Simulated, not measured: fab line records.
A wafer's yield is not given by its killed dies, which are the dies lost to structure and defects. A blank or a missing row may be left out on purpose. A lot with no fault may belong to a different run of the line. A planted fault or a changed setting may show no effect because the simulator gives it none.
Which tool did it? / flow rit-cmos / 42 wafers from 14 lots sampled at 2 of the route's 202 steps

== WHAT THE GAUGES SHOWED, per wafer ==
RIT_ACTIVE_THK_MEAS_04.
lot=L457; measured=day 1 13:50; on=film-metro-03; ACTIVE_NITRIDE_THK (nm)=150.3 151.4 151.3
lot=L458; measured=day 1 18:56; on=film-metro-03; ACTIVE_NITRIDE_THK (nm)=151.4 152.2 151.7
lot=L459; measured=day 2 00:44; on=film-metro-03; ACTIVE_NITRIDE_THK (nm)=151.6 151.5 150.0
lot=L460; measured=day 2 05:55; on=film-metro-03; ACTIVE_NITRIDE_THK (nm)=149.4 149.2 150.5
lot=L461; measured=day 2 11:32; on=film-metro-03; ACTIVE_NITRIDE_THK (nm)=149.8 150.9 150.4
lot=L462; measured=day 2 17:10; on=film-metro-01; ACTIVE_NITRIDE_THK (nm)=149.6 149.0 149.0
lot=L463; measured=day 2 21:52; on=film-metro-01; ACTIVE_NITRIDE_THK (nm)=150.7 150.7 150.2
lot=L464; measured=day 3 05:07; on=film-metro-03; ACTIVE_NITRIDE_THK (nm)=152.2 152.9 150.9
lot=L466; measured=day 3 10:33; on=film-metro-03; ACTIVE_NITRIDE_THK (nm)=147.5 148.9 149.2
lot=L467; measured=day 3 16:48; on=film-metro-02; ACTIVE_NITRIDE_THK (nm)=148.2 147.9 148.9
lot=L471; measured=day 4 12:14; on=film-metro-02; ACTIVE_NITRIDE_THK (nm)=147.8 148.2 148.7
lot=L472; measured=day 4 19:31; on=film-metro-03; ACTIVE_NITRIDE_THK (nm)=192.4 191.3 191.9
lot=L474; measured=day 5 02:32; on=film-metro-01; ACTIVE_NITRIDE_THK (nm)=194.0 193.6 195.1
lot=L478; measured=day 5 22:58; on=film-metro-03; ACTIVE_NITRIDE_THK (nm)=149.4 151.5 149.7

== WHICH TOOL RAN EACH LOT (tool, then ch and the chambers of the sampled wafers, then the start) ==
lot=L457; RIT_ACTIVE_CVD_03=lpcvd-01 ch 0, day 1 12:25
lot=L458; RIT_ACTIVE_CVD_03=lpcvd-01 ch 1, day 1 17:31
lot=L459; RIT_ACTIVE_CVD_03=lpcvd-01 ch 0, day 1 23:19
lot=L460; RIT_ACTIVE_CVD_03=lpcvd-02 ch 1, day 2 04:28
lot=L461; RIT_ACTIVE_CVD_03=lpcvd-01 ch 1, day 2 10:07
lot=L462; RIT_ACTIVE_CVD_03=lpcvd-01 ch 1, day 2 15:43
lot=L463; RIT_ACTIVE_CVD_03=lpcvd-01 ch 1, day 2 20:27
lot=L464; RIT_ACTIVE_CVD_03=lpcvd-02 ch 0, day 3 02:59
lot=L466; RIT_ACTIVE_CVD_03=lpcvd-02 ch 0, day 3 09:07
lot=L467; RIT_ACTIVE_CVD_03=lpcvd-01 ch 0, day 3 15:22
lot=L471; RIT_ACTIVE_CVD_03=lpcvd-02 ch 1, day 4 10:50
lot=L472; RIT_ACTIVE_CVD_03=lpcvd-02 ch 0, day 4 17:23
lot=L474; RIT_ACTIVE_CVD_03=lpcvd-02 ch 1, day 5 01:07
lot=L478; RIT_ACTIVE_CVD_03=lpcvd-01 ch 1, day 5 21:32
- RIT_ACTIVE_CVD_03: deposits Si3N4 from SiH2Cl2/NH3, target thk 150 nm, time 1500 s.

== WHAT THE TOOLS THEMSELVES READ (means of the sampled wafers that have a number; where no wafer has one, the mark that the record gives instead) ==
RIT_ACTIVE_CVD_03.
lot=L457; tool=lpcvd-01; nh3-flow-sccm (sccm)=149.6; spike-tc-centre-C (C)=812.0; spike-tc-load-C (C)=831.2; spike-tc-source-C (C)=834; susceptor-temp-C (C)=810.3
lot=L458; tool=lpcvd-01; nh3-flow-sccm (sccm)=150.0; spike-tc-centre-C (C)=815.4; spike-tc-load-C (C)=831.1; spike-tc-source-C (C)=828; susceptor-temp-C (C)=809.8
lot=L459; tool=lpcvd-01; nh3-flow-sccm (sccm)=150.1; spike-tc-centre-C (C)=810.7; spike-tc-load-C (C)=831.2; spike-tc-source-C (C)=834; susceptor-temp-C (C)=810.2
lot=L460; tool=lpcvd-02; nh3-flow-sccm (sccm)=149.4; spike-tc-centre-C (C)=811.6; spike-tc-load-C (C)=833.4; spike-tc-source-C (C)=831; susceptor-temp-C (C)=809.8
lot=L461; tool=lpcvd-01; nh3-flow-sccm (sccm)=150.6; spike-tc-centre-C (C)=813.2; spike-tc-load-C (C)=830.1; spike-tc-source-C (C)=830; susceptor-temp-C (C)=810.3
lot=L462; tool=lpcvd-01; nh3-flow-sccm (sccm)=149.7; spike-tc-centre-C (C)=814.4; spike-tc-load-C (C)=830.7; spike-tc-source-C (C)=829; susceptor-temp-C (C)=810.3
lot=L463; tool=lpcvd-01; nh3-flow-sccm (sccm)=150.2; spike-tc-centre-C (C)=814.2; spike-tc-load-C (C)=831.6; spike-tc-source-C (C)=830; susceptor-temp-C (C)=810.4
lot=L464; tool=lpcvd-02; nh3-flow-sccm (sccm)=149.8; spike-tc-centre-C (C)=813.7; spike-tc-load-C (C)=833.7; spike-tc-source-C (C)=837; susceptor-temp-C (C)=810.1
lot=L466; tool=lpcvd-02; nh3-flow-sccm (sccm)=150.5; spike-tc-centre-C (C)=813.7; spike-tc-load-C (C)=834.3; spike-tc-source-C (C)=837; susceptor-temp-C (C)=810.2
lot=L467; tool=lpcvd-01; nh3-flow-sccm (sccm)=149.7; spike-tc-centre-C (C)=811.0; spike-tc-load-C (C)=831.2; spike-tc-source-C (C)=833; susceptor-temp-C (C)=810.1
lot=L471; tool=lpcvd-02; nh3-flow-sccm (sccm)=150.6; spike-tc-centre-C (C)=812.7; spike-tc-load-C (C)=832.2; spike-tc-source-C (C)=831; susceptor-temp-C (C)=809.9
lot=L472; tool=lpcvd-02; nh3-flow-sccm (sccm)=149.9; spike-tc-centre-C (C)=829.9; spike-tc-load-C (C)=849.8; spike-tc-source-C (C)=852; susceptor-temp-C (C)=825.0
lot=L474; tool=lpcvd-02; nh3-flow-sccm (sccm)=149.8; spike-tc-centre-C (C)=828.1; spike-tc-load-C (C)=846.4; spike-tc-source-C (C)=845; susceptor-temp-C (C)=825.4
lot=L478; tool=lpcvd-01; nh3-flow-sccm (sccm)=149.9; spike-tc-centre-C (C)=814.4; spike-tc-load-C (C)=830.0; spike-tc-source-C (C)=830; susceptor-temp-C (C)=810.5

== THE ANSWER, worked out from the rows above alone ==
Rule: the usual values come from the lots themselves. Put in order of their means at a reading, lots are off if they are a third of the lots or fewer, leave a main group of 4 or more, and stand apart from it by a gap of 3 or more times the standard deviation of the main group's means; of several such gaps the widest counts. If all means in a main group match to the digits the tables above print for the reading, that group is not used. Also off: a lot with no number at a reading for which 4 or more lots have one. Where the step has rows for the other lots, those lots are counted as sound. Order of review: gauges by route order, followed by the tools' own readings, for which a lot's mean as printed above is used. The first step at which some lot is off is used, and at that step the reading that is off furthest; a lot without a number counts as furthest.
Off: L472, L474, at RIT_ACTIVE_THK_MEAS_04 (ACTIVE_NITRIDE_THK). For the main group the mean is 150.1 nm and the standard deviation 1.2.
A tool fits if, at a process step before that reading, it ran every lot that is off, and no sound lot after the first of them. Not tried: the gauges at RIT_ACTIVE_THK_MEAS_04; whatever is off there is also off at RIT_ACTIVE_CVD_03, on other tools, and gauge error can't account for it. One candidate fits, namely lpcvd-02 at RIT_ACTIVE_CVD_03. A fault onset in the window from L471 (day 4 10:50, its last sound lot) to L472 (day 4 17:23, its first lot off) fits.
The tool's own readings at RIT_ACTIVE_CVD_03 bear it out: on the lots that are off they differ by more than 5 times the standard deviation of the sound lots' means. spike-tc-centre-C reads 829.0 C there against 813.1 C on the sound lots; spike-tc-load-C reads 848.1 C there against 831.7 C on the sound lots; spike-tc-source-C reads 848 C there against 832 C on the sound lots; susceptor-temp-C reads 825.2 C there against 810.2 C on the sound lots.

== WHAT THE SIMULATOR HAD INSERTED ==
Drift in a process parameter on lpcvd-02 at RIT_ACTIVE_CVD_03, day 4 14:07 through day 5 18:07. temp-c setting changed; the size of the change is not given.
Lots struck among those shown: L472, L474. The rule above found the same.
